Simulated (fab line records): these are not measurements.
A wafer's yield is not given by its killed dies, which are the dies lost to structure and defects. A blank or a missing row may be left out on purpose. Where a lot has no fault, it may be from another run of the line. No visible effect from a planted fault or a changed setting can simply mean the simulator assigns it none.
fab line records	flow ritCmos
[record] lots = 5	wafers = 15	lastDay = 7
route steps=202 shown GATE@79 FOX2@80 M1@202
lots that met no fault: taken from a fault-free run of the same line
startH: start of the lot's first displayed wafer, in hours after the record's first day	waitH: hours from the lot's prior step to this one	" repeats the value in the row above	L1.1+2: one row covering several wafers at once	- no value, or no start was given	* or withheld: withheld	< > ~ a bound
route shown NAME@n: NAME is a module with steps in the file, n the number in the route of the first one	usual: mean/standard deviation taken from wafers without a fault	same: alike in all rows	chamber/n: place in a boat	sites: the reading at each site	_std_site: the values' standard deviation	_edge_site: outer sites' mean less inner sites'	radiusMm: how far each site lies from the wafer's centre	mask NAME#n: copy n	behind: the most recent tool/chamber to have shaped the wafer	hold: reason for holding the lot/hours on hold/outcome of the hold	device: the transistor (n, p or np) that didn't switch	end of line: the same wafers' tests at the end of the route	a step given without rows: its recipe and nothing more	killed: the dies lost at the first sort to structure and to defects; this is not the yield of the wafer	map: a wafer's dies, x killed, . not, _ none there
set.NAME: setting as actually run; set.NAME@STEP: the setting as run at that earlier step	model.NAME: the simulator's own value behind a step, which no gauge read
a table for each step, a row for each wafer; lots at some steps of the route
services: from which hour (startH, from the record's first day; less than 0 if before it) a tool's chamber was out of use, for how many hours, and why
[[steps]]
[step RIT_GATE_CLEAN_04]
[recipe] chemistry = dHF	dilution = 50:1	timeS = 60	dry = n2Spin
[step RIT_FOX2_THK_MEAS_91]
[recipe] reads = SiO2_of_FOX2_OXIDATION_00
[usual] FIELD_OXIDE_LEFT_2_THK = 257/6.2
lot.wafer	tool	chamber	startH	waitH	FIELD_OXIDE_LEFT_2_THK[nm]
L432.1	filmMetro-04	-	40.11	0.0	253
L432.2	"	-	"	"	253
L432.5	"	-	"	"	245
L433.2	filmMetro-04	-	45.30	0.0	265
L433.4	"	-	"	"	264
L433.5	"	-	"	"	258
L444.2	filmMetro-01	-	98.99	0.0	249
L444.4	"	-	"	"	247
L444.5	"	-	"	"	250
L446.1	filmMetro-01	-	109.13	0.0	266
L446.2	"	-	"	"	267
L446.6	"	-	"	"	268
L454.1	filmMetro-01	-	149.53	0.0	263
L454.2	"	-	"	"	257
L454.3	"	-	"	"	266
[step RIT_GATE_OXIDATION_05]
[recipe] tempC = 900	ambient = O2	targetThkA = 30	oxTimeS = 270
[step RIT_GATE_ANNEAL_06]
[recipe] tempC = 900	timeS = 600	ambient = N2O
[step RIT_GATE_THK_MEAS_07]
[recipe] reads = SiO2_of_GATE_OXIDATION_05
[usual] GATE_OXIDE_THK = 3.02/0.052
lot.wafer	tool	chamber	startH	waitH	GATE_OXIDE_THK[nm]
L432.1	filmMetro-01	-	43.73	0.0	2.91
L432.2	"	-	"	"	2.99
L432.5	"	-	"	"	3.00
L433.2	filmMetro-04	-	47.46	0.0	2.95
L433.4	"	-	"	"	2.98
L433.5	"	-	"	"	2.96
L444.2	filmMetro-04	-	101.38	0.0	3.01
L444.4	"	-	"	"	2.96
L444.5	"	-	"	"	3.07
L446.1	filmMetro-03	-	110.56	0.0	3.05
L446.2	"	-	"	"	3.05
L446.6	"	-	"	"	3.08
L454.1	filmMetro-04	-	150.92	0.0	3.01
L454.2	"	-	"	"	2.93
L454.3	"	-	"	"	3.05
[step RIT_GATE_CVD_08]
[recipe] material = poly-Si	targetThkNm = 250	tempC = 610	precursor = SiH4	timeS = 2220	pressureMtorr = 300	sih4FlowSccm = 100
[step RIT_GATE_THK_MEAS_09]
[recipe] reads = poly-Si_of_GATE_CVD_08
[usual] GATE_POLY_THK = 248.8/2.6
lot.wafer	tool	chamber	startH	waitH	GATE_POLY_THK[nm]
L432.1	filmMetro-01	-	45.41	0.0	251.2
L432.2	"	-	"	"	254.0
L432.5	"	-	"	"	251.8
L433.2	filmMetro-04	-	49.48	0.0	245.5
L433.4	"	-	"	"	247.6
L433.5	"	-	"	"	247.4
L444.2	filmMetro-04	-	103.06	0.0	249.3
L444.4	"	-	"	"	248.3
L444.5	"	-	"	"	248.6
L446.1	filmMetro-03	-	112.52	0.0	255.0
L446.2	"	-	"	"	251.5
L446.6	"	-	"	"	250.0
L454.1	filmMetro-01	-	152.59	0.0	248.9
L454.2	"	-	"	"	250.8
L454.3	"	-	"	"	248.4
[step RIT_GATE_HMDS_10]
[recipe] primeTimeS = 60	primeTempC = 140
[step RIT_GATE_COAT_11]
[recipe] resist = NOVOLAK	spinRpm = 4250	resistThkNm = 850
[step RIT_GATE_SOFTBAKE_12]
[recipe] resist = NOVOLAK	tempC = 90	timeS = 60
[step RIT_GATE_EXPOSE_13]
[recipe] maskId = M6	na = 0.6	sourceShape = conventional	sigmaOuter = 0.6	targetCdNm = 150	doseMj = 388.4
[step RIT_GATE_PEB_14]
[recipe] resist = NOVOLAK	tempC = withheld	timeS = withheld
[step RIT_GATE_DEVELOP_15]
[recipe] resist = NOVOLAK	developTimeS = 50	devTempC = 23
lot.wafer	tool	chamber	startH	waitH
L432.1+2+5	lithoTrack-04	0	46	-
L433.2+4+5	lithoTrack-03	0	50	-
L444.2+4+5	lithoTrack-04	0	103	-
L446.1+2+6	lithoTrack-02	0	113	-
L454.1+2+3	lithoTrack-02	0	153	-
[step RIT_GATE_CD_MEAS_16]
[recipe] targetCdNm = 150
[usual] cdNm = 150.4/2.3
lot.wafer	tool	chamber	startH	waitH	cdNm
L432.1	cdSem-01	-	46.44	-	152.5
L432.2	"	-	"	"	151.7
L432.5	"	-	"	"	149.7
L433.2	cdSem-01	-	50.40	-	145.7
L433.4	"	-	"	"	146.9
L433.5	"	-	"	"	144.8
L444.2	cdSem-02	-	104.04	-	138.5
L444.4	"	-	"	"	140.0
L444.5	"	-	"	"	141.8
L446.1	cdSem-01	-	113.56	-	152.7
L446.2	"	-	"	"	151.8
L446.6	"	-	"	"	152.5
L454.1	cdSem-02	-	153.50	-	154.7
L454.2	"	-	"	"	153.0
L454.3	"	-	"	"	152.8
[step RIT_GATE_OVL_MEAS_17]
[usual] GATE_OVL = -0.9/1.4
lot.wafer	tool	chamber	startH	waitH	GATE_OVL[nm]
L432.1	overlay-01	-	46.56	0.1	-1.2
L432.2	"	-	"	"	-0.3
L432.5	"	-	"	"	-0.5
L433.2	overlay-01	-	50.50	0.1	0.6
L433.4	"	-	"	"	-0.5
L433.5	"	-	"	"	-0.1
L444.2	overlay-02	-	104.14	0.1	-2.1
L444.4	"	-	"	"	-2.8
L444.5	"	-	"	"	-2.5
L446.1	overlay-02	-	113.68	0.1	-1.3
L446.2	"	-	"	"	-2.6
L446.6	"	-	"	"	-1.7
L454.1	overlay-01	-	153.62	0.1	1.3
L454.2	"	-	"	"	-1.2
L454.3	"	-	"	"	-1.2
[step RIT_GATE_HARDBAKE_18]
[recipe] resist = NOVOLAK	tempC = 140	timeS = 60
[step RIT_GATE_ETCH_19]
[recipe] chemistry = SF6/CHF3/O2	timeS = 165	SF6_flow_sccm = 30	CHF3_flow_sccm = 30	O2_flow_sccm = 5	target = poly-Si	pressureMtorr = 40	rfW = 160	targetDepthA = 3125	overEtchFrac = 0.25	stopOn = SiO2
[usual] CHF3_flow_sccm = 29.98/0.092	drypumpMotorCurrentA = 5.7/0.31	oesProductAu = 0.844/0.014	throttleValvePct = 10.28/0.12
lot.wafer	tool	chamber	startH	waitH	CHF3_flow_sccm	drypumpMotorCurrentA	oesProductAu	rfHoursCounterH	throttleValvePct	model.GATE.cdNm
L432.1	rieSi-01	1	46.75	0.1	29.99	5.7	0.850	78	10.33	152.3
L432.2	"	0	"	"	29.92	5.5	0.836	93	10.39	151.5
L432.5	"	3	"	"	30.03	6.3	0.851	-	10.14	149.9
L433.2	rieSi-02	1	50.68	0.1	29.94	5.6	0.853	46	10.36	145.3
L433.4	"	0	"	"	29.97	6.2	0.846	72	10.15	146.3
L433.5	"	2	"	"	30.11	5.3	0.816	-	10.18	144.7
L444.2	rieSi-01	1	104.32	0.1	30.07	5.7	0.843	79	10.33	138.3
L444.4	"	2	"	"	30.07	5.4	0.861	0	10.17	139.4
L444.5	"	3	"	"	29.99	6.3	0.847	-	10.16	141.5
L446.1	rieSi-01	1	113.86	0.1	29.90	5.7	0.861	79	10.32	153.1
L446.2	"	3	"	"	29.95	6.3	0.859	55	10.14	152.4
L446.6	"	1	"	"	30.03	5.7	0.838	-	10.32	152.3
L454.1	rieSi-01	2	153.81	0.1	29.94	5.4	0.853	1	10.16	154.5
L454.2	"	0	"	"	29.90	5.5	0.830	94	10.38	152.7
L454.3	"	1	"	"	30.11	5.7	0.853	79	10.31	152.7
[step RIT_GATE_STRIP_20]
[recipe] chemistry = O2	timeS = 180	resist = NOVOLAK	platenTempC = withheld	powerW = 500	pressureMtorr = 4000	o2FlowSccm = 4149
[usual] drypumpMotorCurrentA = 5.84/0.3
lot.wafer	tool	chamber	startH	waitH	drypumpMotorCurrentA	rfHoursCounterH
L432.1	plasmaAsher-03	1	46.86	0.1	5.83	25
L432.2	"	0	"	"	6.07	25
L432.5	"	1	"	"	5.81	-
L433.2	plasmaAsher-01	0	50.79	0.1	6.23	41
L433.4	"	0	"	"	6.22	-
L433.5	"	0	"	"	6.24	-
L444.2	plasmaAsher-03	0	104.43	0.1	6.05	31
L444.4	"	0	"	"	6.07	-
L444.5	"	0	"	"	6.05	-
L446.1	plasmaAsher-03	1	113.97	0.1	5.78	33
L446.2	"	0	"	"	6.06	33
L446.6	"	0	"	"	6.05	-
L454.1	plasmaAsher-03	0	153.92	0.1	6.05	37
L454.2	"	1	"	"	5.82	37
L454.3	"	0	"	"	6.06	-
[step RIT_M1_PROBE_99]
[usual] killedAtFrontEnd = 7.2/2.5	killedDies = 7.3/2.5	killedOpen = 3.8/1.9	killedShort = 3.5/1.8
[same] grossDies = 264	killed_at_M0_to_M3 = 0	killed_at_M4_up = 0	killedAtBackSide = 0	killedAtContacts = 0	killedAtOther = 0
lot.wafer	tool	chamber	startH	waitH	killedAtFrontEnd	killedDies	killedOpen	killedShort	model.etest.pmos_0p3.rOnOhmUm	model.etest.pmos_0p15.rOnOhmUm	model.etest.nmos_0p15.driveUaUm	model.etest.pmos_0p15.driveUaUm	model.etest.npolyLine.lineOhmUm	model.etest.ppolyLine.lineOhmUm	model.etest.npolyLine.widthNm	model.etest.ppolyLine.widthNm
L432.1	prober-01	-	66.45	0.1	8	8	3	5	6187	2839	483.8	250.8	161.5	157.7	105.2	105.9
L432.2	prober-01	-	66.50	0.1	8	8	4	4	6334	2900	474.8	242.4	163.1	157.7	103.5	104.4
L432.5	prober-01	-	66.65	0.2	11	11	6	5	6393	2856	482.1	248.8	167.4	159.6	101.9	103.6
L433.2	prober-02	-	72.00	0.1	10	10	3	7	6203	2647	503.5	268.9	172.4	165.1	97.67	98.59
L433.4	prober-02	-	72.10	0.2	7	7	2	5	6299	2743	494.2	258.5	175.5	167.7	98.75	99.89
L433.5	prober-02	-	72.15	0.2	6	6	3	3	6338	2735	497.3	261.2	177.8	170	97.25	97.49
L444.2	prober-01	-	125.81	0.1	4	4	3	1	6100	2582	530.3	282.7	192	183.4	90.17	90.53
L444.4	prober-01	-	125.91	0.2	7	7	3	4	6051	2532	522.3	284.4	186.4	179.8	89.82	91.07
L444.5	prober-01	-	125.96	0.2	9	9	4	4	6089	2576	513.3	276.6	183.3	177	92.84	93.47
L446.1	prober-01	-	134.63	0.1	3	3	1	2	6563	2996	437.2	235.1	166.7	159.2	105.2	105
L446.2	prober-01	-	134.68	0.1	7	7	6	1	6449	2852	452.1	242.5	162.6	156.7	103.7	104.7
L446.6	prober-01	-	134.88	0.2	7	7	4	3	6488	2941	438.8	238.5	166.7	157.8	104.4	105
L454.1	prober-01	-	173.80	0.1	4	4	3	1	6450	2915	439.1	237.3	158.4	151.8	105.8	106.4
L454.2	prober-01	-	173.85	0.1	12	12	7	5	6321	2869	447.7	245.6	161.6	156.3	105.1	105.2
L454.3	prober-01	-	173.90	0.2	12	12	3	9	6345	2811	446.4	245.6	159.8	154.2	103.8	104.9
// killed by level:class
L432.1 GATE:geometricParticle:short=4 SPACER:geometricParticle:open=2 FOX1:geometricParticle:short=1 GATE:geometricParticle:open=1
L432.2 GATE:geometricParticle:open=3 SILICIDE:geometricParticle:short=2 FOX2:geometricParticle:open=1 GATE:geometricParticle:short=1 REOX:geometricParticle:short=1
L432.5 REOX:geometricParticle:open=3 GATE:geometricParticle:short=2 REOX:geometricParticle:short=2 FOX1:geometricParticle:short=1 FOX2:geometricParticle:open=1 GATE:geometricParticle:open=1 SILICIDE:geometricParticle:open=1
L433.2 FOX2:geometricParticle:short=2 GATE:geometricParticle:open=2 REOX:geometricParticle:short=2 SILICIDE:geometricParticle:short=2 FOX2:geometricParticle:open=1 GATE:geometricParticle:short=1
L433.4 REOX:geometricParticle:short=2 FOX1:geometricParticle:short=1 FOX2:geometricParticle:short=1 FOX2:geometricParticle:open=1 GATE:geometricParticle:open=1 GATE:geometricParticle:short=1
L433.5 FOX2:geometricParticle:short=1 GATE:geometricParticle:short=1 GATE:geometricParticle:open=1 REOX:geometricParticle:open=1 REOX:geometricParticle:short=1 SPACER:geometricParticle:open=1
L444.2 GATE:geometricParticle:open=3 GATE:geometricParticle:short=1
L444.4 GATE:geometricParticle:open=2 SILICIDE:geometricParticle:short=2 GATE:geometricParticle:short=1 REOX:geometricParticle:short=1 SILICIDE:geometricParticle:open=1
L444.5 GATE:geometricParticle:short=2 GATE:geometricParticle:open=2 SILICIDE:geometricParticle:short=2 SPACER:geometricParticle:open=1 SILICIDE:geometricParticle:open=1 GATE:areaExpose=1
L446.1 GATE:geometricParticle:short=1 GATE:geometricParticle:open=1 SPACER:geometricParticle:short=1
L446.2 GATE:geometricParticle:open=4 FOX2:geometricParticle:open=1 GATE:geometricParticle:short=1 SILICIDE:geometricParticle:open=1
L446.6 FOX2:geometricParticle:open=1 FOX2:geometricParticle:short=1 GATE:geometricParticle:short=1 GATE:geometricParticle:open=1 REOX:geometricParticle:open=1 REOX:geometricParticle:short=1 SPACER:geometricParticle:open=1
L454.1 SPACER:geometricParticle:open=2 FOX2:geometricParticle:short=1 SILICIDE:geometricParticle:open=1
L454.2 SPACER:geometricParticle:open=3 GATE:geometricParticle:short=2 SPACER:geometricParticle:short=2 FOX1:geometricParticle:open=1 FOX1:geometricParticle:short=1 FOX2:geometricParticle:open=1 GATE:geometricParticle:open=1 REOX:geometricParticle:open=1
L454.3 GATE:geometricParticle:short=3 REOX:geometricParticle:short=2 SILICIDE:geometricParticle:short=2 FOX1:geometricParticle:short=1 GATE:geometricParticle:open=1 REOX:geometricParticle:open=1 SPACER:geometricParticle:open=1 SPACER:geometricParticle:short=1
[[services]]
tool	chamber	startH	hours	kind
plasmaAsher-03	-	24.30	2.2	repair
rieSi-02	3	35.22	6.9	repair
rieSi-01	2	35.90	-	clean
rieSi-01	2	35.90	23.9	scheduledDown
rieSi-01	2	35.90	23.9	ventCycle
plasmaAsher-03	-	80.05	2.8	pm
plasmaAsher-01	-	86.60	2.0	repair
rieSi-02	0	150.03	6.5	repair
rieSi-01	1	150.38	1.3	repair
rieSi-02	-	153.77	10.0	pm
[[key]]
[firstSign] step = RIT_GATE_CD_MEAS_16	reading = cdNm	direction = down	sigmas = 4.4	usual = 150.4	struck = 140.1
effect none on later readings
[modelEffect] step = RIT_GATE_ETCH_19	value = GATE.cdNm	without = 147.9	struck = 139.8
[modelEffect] step = RIT_M1_PROBE_99	value = etest.pmos_0p3.rOnOhmUm	without = 6267	struck = 6080
metAt RIT_GATE_DEVELOP_15
struckWafers L444.2,L444.4,L444.5
testerLeftOut L444
onsetBetween 46 103
[fault] kind = processParameterDrift	tool = lithoTrack-04	chamber = -	onsetH = 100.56	steps = RIT_GATE_DEVELOP_15	channel = developTimeS	offset = *	shape = step	endH = 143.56	actsIn = *	stated = *
// testerLeftOut: of these lots the tester's yield and bins aren't shown, on N5 and GAA mostly nor the transistor test; their killed dies are dies lost to structure and defects alone, not to doping, threshold or leakage, so they don't give the yield
